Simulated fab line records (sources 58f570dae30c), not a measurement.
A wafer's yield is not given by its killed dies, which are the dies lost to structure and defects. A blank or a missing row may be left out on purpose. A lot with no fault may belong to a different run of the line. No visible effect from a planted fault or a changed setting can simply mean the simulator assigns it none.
Struck lot and sound lot, side by side | flow berkeleyCmos170 | 18 out of 331 route steps
Sound: the wafers L103.1, L103.4, L103.5. Wafers struck: L110.2, L110.3, L110.6. The cause is given at the end.
At each step with rows: each side's tool, then ch and its chambers, then its first start. Under that, the readings that differ: sound wafers | struck wafers | difference of the means | sigmas: that difference in standard deviations of wafers without a fault.
alike: readings whose means differ by less than 2 such deviations, and words and numbers that are the same on both sides. not compared: withheld readings, readings that some wafer has no value for, bounds like >300 that may hide the same value, and numbers for which the record gives no deviation and whose values overlap.
Wherever a step has rows on one side only, a row that says differs or no value, or a row with sigmas, the two part there. When numbers do not overlap yet have no deviation, they are printed without sigmas and do not part them. A reading that every wafer of one side lacks parts them only if that side has two wafers or more.

first, 1 step without rows for these wafers: UCB170_M2_PRE_CLEAN_00 (preclean etch time 60 s).
UCB170_M2_SPUTTER_01: material Al, target thk 900 nm, time 120 s.
  sound on pvdSputter-01 at day 9 09:50; struck on pvdSputter-02 at day 11 01:07
  alike: throttleValvePct
UCB170_M2_RS_MEAS_02: measures by four-point-probe.
  sound on filmMetro-03 at day 9 09:55; struck on filmMetro-04 at day 11 01:13
  alike: M2_AL_RS
UCB170_M2_THK_MEAS_03: measures by xrf.
  sound on filmMetro-03 at day 9 10:02; struck on filmMetro-04 at day 11 01:20
  alike: M2_AL_THK
then, 3 steps without rows for these wafers: UCB170_M2_HMDS_04 (prime time 60 s); UCB170_M2_COAT_05 (resist thk 900 nm); UCB170_M2_SOFTBAKE_06 (time 60 s).
UCB170_M2_STRIP_07: strips in O2.
  sound on plasmaAsher-04 ch 0,1, day 9 10:32; struck on plasmaAsher-04 ch 0, day 11 02:00
  alike: drypumpMotorCurrentA, oesProductAu, stripTimeToEndpointS
  not compared: rfHoursCounterH
then, 4 steps without rows for these wafers: UCB170_M2_STRIP_08 (strips KrF in DMSO, time 600 s); UCB170_M2_COAT_09; UCB170_M2_COAT_10 (resist thk 900 nm); UCB170_M2_SOFTBAKE_11 (time 60 s).
UCB170_M2_EXPOSE_12: exposes mask METAL2, target cd 700 nm.
  sound on krfScanner-01 ch 0, day 9 11:16; struck on krfScanner-01 ch 0, day 11 04:10
reading                  | sound                | struck            | difference | sigmas
model.M2.overlayXNm (nm) | -1.338 -1.338 -1.338 | 126.4 126.4 126.4 | +127.7     | 
  alike: mask
then, 2 steps without rows for these wafers: UCB170_M2_PEB_13; UCB170_M2_DEVELOP_14 (develop time 45 s).
UCB170_M2_CD_MEAS_15 targets a cd of 700 nm.
  sound on cdSem-01 at day 9 11:40; struck on cdSem-01 at day 11 05:21
  alike: cdNm
UCB170_M2_OVL_MEAS_16:
  sound on overlay-01 at day 9 11:47; struck on overlay-01 at day 11 05:28
reading     | sound    | struck      | difference | sigmas
M2_OVL (nm) | -1 -4 -3 | 120 126 116 | +123       | +22
UCB170_M2_ETCH_17: etches BARC in N2/H2.
  sound on rieDiel-01 ch 0,1,2, day 9 11:49; struck on rieDiel-02 ch 0,3, day 11 05:29
  alike: biasW, drypumpMotorCurrentA, oesProductAu, throttleValvePct

WHERE THEY PART
Within this record, at UCB170_M2_OVL_MEAS_16 only. Later steps at which nothing parts them and some readings are alike: UCB170_M2_ETCH_17.

WHY: whatever the simulator had introduced
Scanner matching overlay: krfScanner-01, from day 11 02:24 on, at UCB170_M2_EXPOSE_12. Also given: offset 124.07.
